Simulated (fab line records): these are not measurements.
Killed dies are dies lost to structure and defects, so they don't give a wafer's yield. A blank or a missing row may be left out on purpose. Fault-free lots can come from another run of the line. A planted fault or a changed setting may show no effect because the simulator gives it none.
Which of the tools did it? / flow berkeley cmos170 / 14 lots, 42 wafers sampled, at 6 steps of a route of 331

WHAT THE GAUGES SHOWED, per wafer
UCB170_PSD_OVL_MEAS_07. Usual: for PSD_OVL the level is 3 nm and the standard deviation is 5.2.
lot=L716; measured=day 6 17:37; on=overlay-02; PSD_OVL (nm)=9 8 9; flag=
lot=L717; measured=day 6 17:44; on=overlay-01; PSD_OVL (nm)=0 8 2; flag=
lot=L715; measured=day 6 17:52; on=overlay-02; PSD_OVL (nm)=8 5 3; flag=
lot=L718; measured=day 7 01:16; on=overlay-01; PSD_OVL (nm)=3 -2 6; flag=
lot=L719; measured=day 7 01:23; on=overlay-02; PSD_OVL (nm)=-3 -6 -5; flag=
lot=L722; measured=day 8 04:50; on=overlay-02; PSD_OVL (nm)=3 7 4; flag=
lot=L723; measured=day 8 05:16; on=overlay-01; PSD_OVL (nm)=0 -3 1; flag=
lot=L721; measured=day 8 05:32; on=overlay-01; PSD_OVL (nm)=-8 -4 -4; flag=
lot=L726; measured=day 8 18:37; on=overlay-02; PSD_OVL (nm)=2 7 -2; flag=
lot=L727; measured=day 8 18:47; on=overlay-02; PSD_OVL (nm)=1 2 -1; flag=
lot=L729; measured=day 9 16:51; on=overlay-02; PSD_OVL (nm)=-1 3 -1; flag=
lot=L735; measured=day 10 16:07; on=overlay-01; PSD_OVL (nm)=-4 2 5; flag=
lot=L737; measured=day 11 04:53; on=overlay-01; PSD_OVL (nm)=-2 -2 7; flag=
lot=L738; measured=day 11 14:53; on=overlay-01; PSD_OVL (nm)=6 5 -3; flag=

UCB170_V1_BOW_MEAS_03. Usual: for V1_BOW the level is 19 um and the standard deviation is 6.6.
lot=L716; measured=day 7 14:57; on=film metro-01; V1_BOW (um)=13 19 25; flag=
lot=L717; measured=day 7 14:57; on=film metro-04; V1_BOW (um)=21 11 33; flag=
lot=L715; measured=day 7 15:14; on=film metro-04; V1_BOW (um)=18 14 32; flag=
lot=L718; measured=day 7 21:23; on=film metro-03; V1_BOW (um)=17 19 20; flag=
lot=L719; measured=day 7 21:26; on=film metro-04; V1_BOW (um)=14 20 20; flag=
lot=L722; measured=day 9 00:56; on=film metro-04; V1_BOW (um)=14 16 24; flag=
lot=L723; measured=day 9 00:55; on=film metro-03; V1_BOW (um)=17 19 11; flag=
lot=L721; measured=day 9 01:14; on=film metro-04; V1_BOW (um)=24 15 16; flag=
lot=L726; measured=day 9 13:58; on=film metro-04; V1_BOW (um)=13 10 9; flag=
lot=L727; measured=day 9 14:00; on=film metro-01; V1_BOW (um)=18 7 11 - - -; flag=
lot=L729; measured=day 10 08:10; on=film metro-04; V1_BOW (um)=7 17 12 - - -; flag=
lot=L735; measured=day 11 10:11; on=film metro-03; V1_BOW (um)=29 13 22; flag=
lot=L737; measured=day 11 22:17; on=film metro-04; V1_BOW (um)=17 30 19; flag=
lot=L738; measured=day 12 13:04; on=film metro-03; V1_BOW (um)=20 27 25; flag=

UCB170_V1_THK_MEAS_04. Usual: for V1_POLISHED_THK the level is 999.9 nm and the standard deviation is 1.3.
lot=L716; measured=day 7 15:04; on=film metro-01; V1_POLISHED_THK (nm)=999.9 998.6 999.5; flag=
lot=L717; measured=day 7 15:04; on=film metro-04; V1_POLISHED_THK (nm)=1000.1 1000.9 999.7; flag=
lot=L715; measured=day 7 15:21; on=film metro-04; V1_POLISHED_THK (nm)=999.2 1000.1 999.5; flag=
lot=L718; measured=day 7 21:31; on=film metro-03; V1_POLISHED_THK (nm)=999.1 999.4 999.2; flag=
lot=L719; measured=day 7 21:32; on=film metro-04; V1_POLISHED_THK (nm)=999.4 1000.8 1000.8; flag=
lot=L722; measured=day 9 01:02; on=film metro-04; V1_POLISHED_THK (nm)=1000.8 1000.6 997.5; flag=
lot=L723; measured=day 9 01:02; on=film metro-03; V1_POLISHED_THK (nm)=998.8 1001.8 1001.3; flag=
lot=L721; measured=day 9 01:20; on=film metro-04; V1_POLISHED_THK (nm)=1000.3 1001.9 1001.4; flag=
lot=L726; measured=day 9 14:04; on=film metro-04; V1_POLISHED_THK (nm)=1000.8 999.4 1002.3; flag=
lot=L729; measured=day 10 13:32; on=film metro-04; V1_POLISHED_THK (nm)=925.2 925.1 925.6 925.1 924.7 925.9; flag=OFF
lot=L735; measured=day 11 10:19; on=film metro-03; V1_POLISHED_THK (nm)=1002.1 999.3 1002.4; flag=
lot=L737; measured=day 11 22:25; on=film metro-04; V1_POLISHED_THK (nm)=1000.5 1000.1 999.2; flag=
lot=L738; measured=day 12 13:11; on=film metro-03; V1_POLISHED_THK (nm)=999.9 998.0 1000.6; flag=

UCB170_M2_THK_MEAS_03: measures by xrf. Usual: for M2_AL_THK the level is 899 nm and the standard deviation is 12.
lot=L716; measured=day 7 18:23; on=film metro-02; M2_AL_THK (nm)=908 899 899; flag=
lot=L717; measured=day 7 18:22; on=film metro-04; M2_AL_THK (nm)=894 886 893; flag=
lot=L715; measured=day 7 18:33; on=film metro-01; M2_AL_THK (nm)=878 867 871; flag=
lot=L718; measured=day 8 01:53; on=film metro-02; M2_AL_THK (nm)=898 901 907; flag=
lot=L719; measured=day 8 01:37; on=film metro-01; M2_AL_THK (nm)=898 897 898; flag=
lot=L722; measured=day 9 02:59; on=film metro-04; M2_AL_THK (nm)=907 907 909; flag=
lot=L723; measured=day 9 03:14; on=film metro-01; M2_AL_THK (nm)=906 901 886; flag=
lot=L721; measured=day 9 03:51; on=film metro-04; M2_AL_THK (nm)=924 907 913; flag=
lot=L726; measured=day 9 16:59; on=film metro-01; M2_AL_THK (nm)=888 883 896; flag=
lot=L735; measured=day 11 13:13; on=film metro-01; M2_AL_THK (nm)=894 897 901; flag=
lot=L737; measured=day 12 01:36; on=film metro-02; M2_AL_THK (nm)=899 902 904; flag=
lot=L738; measured=day 12 15:39; on=film metro-01; M2_AL_THK (nm)=904 905 914; flag=

UCB170_M3_OVL_MEAS_16. Usual: for M3_OVL the level is 0 nm and the standard deviation is 6.1.
lot=L716; measured=day 8 03:08; on=overlay-02; M3_OVL (nm)=-2 -2 -5; flag=
lot=L717; measured=day 8 02:35; on=overlay-01; M3_OVL (nm)=-10 -6 -14; flag=
lot=L715; measured=day 8 03:11; on=overlay-01; M3_OVL (nm)=4 -7 4; flag=
lot=L718; measured=day 8 10:57; on=overlay-02; M3_OVL (nm)=-5 -16 -8; flag=
lot=L719; measured=day 8 10:10; on=overlay-02; M3_OVL (nm)=1 4 2; flag=
lot=L722; measured=day 9 13:18; on=overlay-02; M3_OVL (nm)=5 -9 -5; flag=
lot=L723; measured=day 9 13:45; on=overlay-02; M3_OVL (nm)=-2 -3 -8; flag=
lot=L721; measured=day 9 14:40; on=overlay-01; M3_OVL (nm)=-8 -3 -1; flag=
lot=L726; measured=day 9 23:59; on=overlay-02; M3_OVL (nm)=2 -7 1; flag=
lot=L735; measured=day 12 00:46; on=overlay-01; M3_OVL (nm)=0 -3 1; flag=
lot=L737; measured=day 12 09:21; on=overlay-01; M3_OVL (nm)=8 4 11; flag=
lot=L738; measured=day 12 23:57; on=overlay-01; M3_OVL (nm)=-6 -9 -4; flag=

WHICH TOOL RAN EACH LOT (tool, then ch and the chambers of the sampled wafers, then the start)
lot=L716; UCB170_V1_CMP_02=cmp-01 ch 0,2,3, day 7 14:38
lot=L717; UCB170_V1_CMP_02=cmp-02 ch 0,1,2, day 7 14:41
lot=L715; UCB170_V1_CMP_02=cmp-02 ch 0,2,3, day 7 14:59
lot=L718; UCB170_V1_CMP_02=cmp-02 ch 1,2,3, day 7 21:05
lot=L719; UCB170_V1_CMP_02=cmp-01 ch 0,2,3, day 7 21:05
lot=L722; UCB170_V1_CMP_02=cmp-02 ch 1,2,3, day 9 00:38
lot=L723; UCB170_V1_CMP_02=cmp-01 ch 0,1,2, day 9 00:43
lot=L721; UCB170_V1_CMP_02=cmp-01 ch 0,1,3, day 9 01:04
lot=L726; UCB170_V1_CMP_02=cmp-01 ch 0,2, day 9 13:41
lot=L727; UCB170_V1_CMP_02=cmp-02 ch 0,1,2, day 9 13:44
lot=L729; UCB170_V1_CMP_02=cmp-02 ch 0,2,3, day 10 07:54
lot=L735; UCB170_V1_CMP_02=cmp-01 ch 0,1,2, day 11 10:02
lot=L737; UCB170_V1_CMP_02=cmp-01 ch 0,1,3, day 11 22:02
lot=L738; UCB170_V1_CMP_02=cmp-01 ch 1,2,3, day 12 12:46
- UCB170_V1_CMP_02: polishes SiO2.

AS READ BY THE TOOLS THEMSELVES (means over the sampled wafers that have a number; for cases with no such wafer, the mark the record gives instead)
UCB170_V1_CMP_02. Usual: motor current A 15.9 A, standard deviation 1.5.
lot=L716; tool=cmp-01; motor current A (A)=16.3; flag=
lot=L717; tool=cmp-02; motor current A (A)=15.5; flag=
lot=L715; tool=cmp-02; motor current A (A)=15.8; flag=
lot=L718; tool=cmp-02; motor current A (A)=15.6; flag=
lot=L719; tool=cmp-01; motor current A (A)=16.5; flag=
lot=L722; tool=cmp-02; motor current A (A)=15.2; flag=
lot=L723; tool=cmp-01; motor current A (A)=16.8; flag=
lot=L721; tool=cmp-01; motor current A (A)=15.8; flag=
lot=L726; tool=cmp-01; motor current A (A)=17.8; flag=
lot=L727; tool=cmp-02; motor current A (A)=15.5; flag=
lot=L729; tool=cmp-02; motor current A (A)=16.0; flag=
lot=L735; tool=cmp-01; motor current A (A)=17.0; flag=
lot=L737; tool=cmp-01; motor current A (A)=15.7; flag=
lot=L738; tool=cmp-01; motor current A (A)=15.3; flag=

THE ANSWER, worked out from the rows above alone
Rule: take the mean of a lot's wafers that have a number; if it is more than 3 standard deviations from the usual mean, the lot is off. A lot without any number at a reading at which 4 lots or more have one is off too. All remaining lots with rows at the step are treated as sound. After the gauges, taken in route order, come the tools' own readings; for these a lot's mean is taken, as printed above. At the first step where some lot is off, the reading lying furthest off is the one used; lots without a number count as furthest.
Off: L729, seen at UCB170_V1_THK_MEAS_04 (V1_POLISHED_THK). Neither off nor sound, because the step has no rows for them: L727.
A tool fits if, at a process step before that reading, it ran every lot that is off, and no sound lot after the first of them. Gauges at UCB170_V1_THK_MEAS_04: tried the same way as those tools. One fits: UCB170_V1_CMP_02 on cmp-02. Its last sound lot is L722 (day 9 00:38), its first lot that is off L729 (day 10 07:54): a fault that began between those two fits.

WHAT WAS PUT IN BY THE SIMULATOR
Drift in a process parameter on cmp-02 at UCB170_V1_CMP_02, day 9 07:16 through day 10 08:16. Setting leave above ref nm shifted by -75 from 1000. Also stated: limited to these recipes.
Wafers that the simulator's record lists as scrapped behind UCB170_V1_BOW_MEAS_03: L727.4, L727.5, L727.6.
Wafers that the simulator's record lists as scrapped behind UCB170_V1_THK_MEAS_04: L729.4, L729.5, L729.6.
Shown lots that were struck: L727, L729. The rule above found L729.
